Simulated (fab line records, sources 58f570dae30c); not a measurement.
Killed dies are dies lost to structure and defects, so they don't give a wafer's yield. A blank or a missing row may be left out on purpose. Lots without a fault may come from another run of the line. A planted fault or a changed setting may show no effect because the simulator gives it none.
fab line records | flow berkeley_cmos170
record lots=15 wafers=45 last_day=11
route steps=331 shown ACTIVE@77 SILICIDE@210 V1@258 V2@308
lots that met no fault: from a run of the same line without faults
start_h: hours from the record's first day to the start of the lot's first wafer shown | wait_h: hours since the lot's step before | " the same as in the row above | L1.1+2: a row that stands for several wafers | - no value, or no start given | * or withheld: withheld | < > ~ a bound
route shown NAME@n: a module of which the file shows steps, and the number in the route of the first | usual: mean/standard deviation of fault-free wafers | same: alike in all rows | chamber/n: place in a boat | sites: the reading at each site | _std_site: their standard deviation | _edge_site: outer sites' mean less inner sites' | radius_mm: how far each site lies from the wafer's centre | mask NAME#n: copy n | behind: the tool/chamber that last shaped the wafer | hold: why the lot was held/for how many hours/how that ended | device: the transistor (n, p or np) that didn't switch | end of line: the same wafers' tests at the end of the route | a step without rows: its recipe alone | killed: dies lost to structure and defects at the first sort, not the wafer's yield | map: a wafer's dies, x killed, . not, _ none there
set.NAME: the setting as run; set.NAME@STEP: as run at that earlier step | model.NAME: the simulator's own value behind a step, which no gauge read
steps of the route over a sample of lots; a table a step, a row a wafer
services: from which hour (start_h, from the record's first day; less than 0 if before it) a tool's chamber was out of use, for how many hours, and why
## steps
# step UCB170_ACTIVE_CD_MEAS_90
# recipe target_cd_nm=1200
# usual cd_nm=1200.0/1.4
# columns lot.wafer tool chamber start_h wait_h cd_nm
L284.1 cd_sem-02 - 74.31 0.1 1201.4
L284.4 " - " " 1200.7
L284.5 " - " " 1201.4
L285.1 cd_sem-02 - 74.81 0.1 1199.9
L285.2 " - " " 1199.0
L285.5 " - " " 1198.3
L287.2 cd_sem-02 - 85.67 0.1 1200.7
L287.3 " - " " 1200.9
L287.5 " - " " 1201.2
L288.3 cd_sem-01 - 95.76 0.1 1201.1
L288.4 " - " " 1202.1
L288.5 " - " " 1200.8
L291.1 cd_sem-01 - 110.99 0.1 1200.9
L291.3 " - " " 1201.3
L291.5 " - " " 1200.8
L290.1 cd_sem-02 - 111.19 0.1 1197.2
L290.4 " - " " 1195.7
L290.6 " - " " 1197.8
L293.1 cd_sem-02 - 116.81 0.1 1200.4
L293.4 " - " " 1199.4
L293.6 " - " " 1197.6
L294.2 cd_sem-01 - 127.60 0.1 1199.0
L294.3 " - " " 1198.2
L294.6 " - " " 1199.9
L296.2 cd_sem-02 - 140.86 0.1 1199.3
L296.3 " - " " 1198.3
L296.6 " - " " 1199.9
L299.3 cd_sem-01 - 155.82 0.1 1199.0
L299.4 " - " " 1198.9
L299.6 " - " " 1199.2
L302.2 cd_sem-02 - 182.18 0.1 1200.4
L302.3 " - " " 1199.8
L302.6 " - " " 1200.4
L303.4 cd_sem-02 - 191.64 0.1 1198.6
L303.5 " - " " 1199.4
L303.6 " - " " 1198.4
L305.1 cd_sem-02 - 197.38 0.1 1201.6
L305.3 " - " " 1202.2
L305.6 " - " " 1202.2
L307.1 cd_sem-02 - 197.50 0.1 1200.9
L307.3 " - " " 1200.8
L307.6 " - " " 1200.0
L306.1 cd_sem-01 - 197.78 0.1 1198.2
L306.2 " - " " 1198.7
L306.4 " - " " 1198.8
# step UCB170_SILICIDE_PRE_CLEAN_00
# recipe gas=Ar preclean_etch_time_s=60
# usual preclean_etch_time_s=60/0
# columns lot.wafer tool chamber start_h wait_h preclean_etch_time_s
L284.1 pvd_sputter-04 - 134.91 0.1 60
L284.4 " - " " 60
L284.5 " - " " 60
L285.1 pvd_sputter-02 - 134.91 0.1 60
L285.2 " - " " 60
L285.5 " - " " 60
L287.2 pvd_sputter-02 - 151.19 0.1 60
L287.3 " - " " 60
L287.5 " - " " 60
L288.3 pvd_sputter-02 - 165.16 0.1 60
L288.4 " - " " 60
L288.5 " - " " 60
L290.1 pvd_sputter-02 - 176.51 0.1 60
L290.4 " - " " 60
L290.6 " - " " 60
L291.1 pvd_sputter-04 - 176.91 0.1 60
L291.3 " - " " 60
L291.5 " - " " 60
L293.1 pvd_sputter-02 - 188.64 0.1 60
L293.4 " - " " 60
L293.6 " - " " 60
L294.2 pvd_sputter-03 - 205.77 0.1 60
L294.3 " - " " 60
L294.6 " - " " 60
L296.2 pvd_sputter-02 - 206.05 0.1 60
L296.3 " - " " 60
L296.6 " - " " 60
L299.3 pvd_sputter-03 - 219.84 0.1 60
L299.4 " - " " 60
L299.6 " - " " 60
L302.2 pvd_sputter-02 - 236.28 0.1 300
L302.3 " - " " 300
L302.6 " - " " 300
L303.4 pvd_sputter-02 - 241.45 0.0 300
L303.5 " - " " 300
L303.6 " - " " 300
L306.1 pvd_sputter-03 - 248.61 0.1 60
L306.2 " - " " 60
L306.4 " - " " 60
L307.1 pvd_sputter-04 - 249.55 0.1 60
L307.3 " - " " 60
L307.6 " - " " 60
L305.1 pvd_sputter-02 - 249.61 0.1 300
L305.3 " - " " 300
L305.6 " - " " 300
# step UCB170_V1_THK_MEAS_04
# recipe reads=SiO2_of_V1_CVD_00
# usual V1_POLISHED_THK=1001.2/1.1
# columns lot.wafer tool chamber start_h wait_h V1_POLISHED_THK[nm]
L284.1 film_metro-03 - 148.44 0.1 1002.2
L284.4 " - " " 1000.9
L284.5 " - " " 1002.1
L285.1 film_metro-01 - 148.44 0.1 1001.3
L285.2 " - " " 1001.8
L285.5 " - " " 1000.9
L287.2 film_metro-01 - 169.55 0.1 998.0
L287.3 " - " " 1000.7
L287.5 " - " " 999.3
L288.3 film_metro-02 - 179.22 0.1 1001.6
L288.4 " - " " 1000.8
L288.5 " - " " 1001.4
L290.1 film_metro-02 - 188.58 0.1 1000.9
L290.4 " - " " 1000.1
L290.6 " - " " 1001.5
L291.1 film_metro-03 - 188.58 0.1 999.8
L291.3 " - " " 1001.1
L291.5 " - " " 999.8
L293.1 film_metro-03 - 201.99 0.1 1001.8
L293.4 " - " " 1000.2
L293.6 " - " " 999.7
L294.2 film_metro-01 - 217.93 0.1 1002.4
L294.3 " - " " 1001.4
L294.6 " - " " 1001.2
L296.2 film_metro-02 - 217.93 0.1 1003.3
L296.3 " - " " 1001.5
L296.6 " - " " 1000.6
L299.3 film_metro-03 - 233.55 0.1 1001.7
L299.4 " - " " 1001.3
L299.6 " - " " 1003.4
L302.2 film_metro-03 - 250.44 0.1 1002.6
L302.3 " - " " 1001.7
L302.6 " - " " 1002.4
L303.4 film_metro-03 - 255.25 0.1 1001.9
L303.5 " - " " 1001.7
L303.6 " - " " 1000.6
L306.1 film_metro-03 - 259.53 0.1 1003.9
L306.2 " - " " 1000.9
L306.4 " - " " 1000.4
L305.1 film_metro-01 - 260.87 0.1 1002.3
L305.3 " - " " 1000.6
L305.6 " - " " 1002.7
L307.1 film_metro-02 - 264.46 0.1 1000.3
L307.3 " - " " 1000.0
L307.6 " - " " 1000.5
# step UCB170_V2_CD_MEAS_90
# recipe target_cd_nm=700
# usual cd_nm=699.8/1.6
# columns lot.wafer tool chamber start_h wait_h cd_nm
L285.1 cd_sem-02 - 158.56 0.1 697.9
L285.2 " - " " 698.2
L285.5 " - " " 696.9
L284.1 cd_sem-02 - 158.80 0.1 700.0
L284.4 " - " " 701.2
L284.5 " - " " 702.3
L287.2 cd_sem-01 - 180.33 0.1 700.8
L287.3 " - " " 701.4
L287.5 " - " " 699.1
L288.3 cd_sem-02 - 190.05 0.1 701.1
L288.4 " - " " 698.7
L288.5 " - " " 699.9
L290.1 cd_sem-01 - 198.10 0.1 699.7
L290.4 " - " " 699.0
L290.6 " - " " 697.3
L291.1 cd_sem-01 - 198.38 0.1 697.6
L291.3 " - " " 700.2
L291.5 " - " " 700.2
L293.1 cd_sem-01 - 210.45 0.1 699.9
L293.4 " - " " 700.0
L293.6 " - " " 700.0
L294.2 cd_sem-02 - 227.48 0.1 698.5
L294.3 " - " " 700.1
L294.6 " - " " 698.1
L296.2 cd_sem-01 - 227.56 0.1 700.6
L296.3 " - " " 700.5
L296.6 " - " " 700.7
L299.3 cd_sem-02 - 241.57 0.1 696.9
L299.4 " - " " 697.2
L299.6 " - " " 697.1
L302.2 cd_sem-02 - 260.35 0.1 701.8
L302.3 " - " " 699.2
L302.6 " - " " 700.5
L303.4 cd_sem-02 - 263.22 0.1 701.4
L303.5 " - " " 700.7
L303.6 " - " " 702.0
L306.1 cd_sem-02 - 267.19 0.1 697.7
L306.2 " - " " 700.6
L306.4 " - " " 699.9
L305.1 cd_sem-02 - 270.20 0.1 698.1
L305.3 " - " " 697.9
L305.6 " - " " 698.0
L307.1 cd_sem-01 - 271.51 0.1 699.2
L307.3 " - " " 699.4
L307.6 " - " " 699.5
## services
# columns tool chamber start_h hours kind
pvd_sputter-02 - 177.68 5.1 repair
pvd_sputter-03 - 185.83 0.5 repair
pvd_sputter-02 - 199.21 0.7 repair
## key
first_sign step=UCB170_SILICIDE_PRE_CLEAN_00 reading=preclean_etch_time_s direction=up sigmas=99+ usual=* struck=*
effect none on later readings
met_at UCB170_SILICIDE_PRE_CLEAN_00
struck_lots L302,L303,L305
tester_left_out L302,L303,L305
not_acting_at UCB170_ACTIVE_CD_MEAS_90,UCB170_V1_THK_MEAS_04,UCB170_V2_CD_MEAS_90
onset_between 206.05 236.28
fault kind=process_parameter_drift tool=pvd_sputter-02 chamber=- onset_h=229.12 steps=UCB170_SILICIDE_PRE_CLEAN_00 channel=preclean_etch_time_s offset=* shape=step end_h=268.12 acts_in=* stated=*
# tester_left_out: of these lots the tester's yield and bins aren't shown, on N5 and GAA mostly nor the transistor test; their killed dies are dies lost to structure and defects alone, not to doping, threshold or leakage, so they don't give the yield
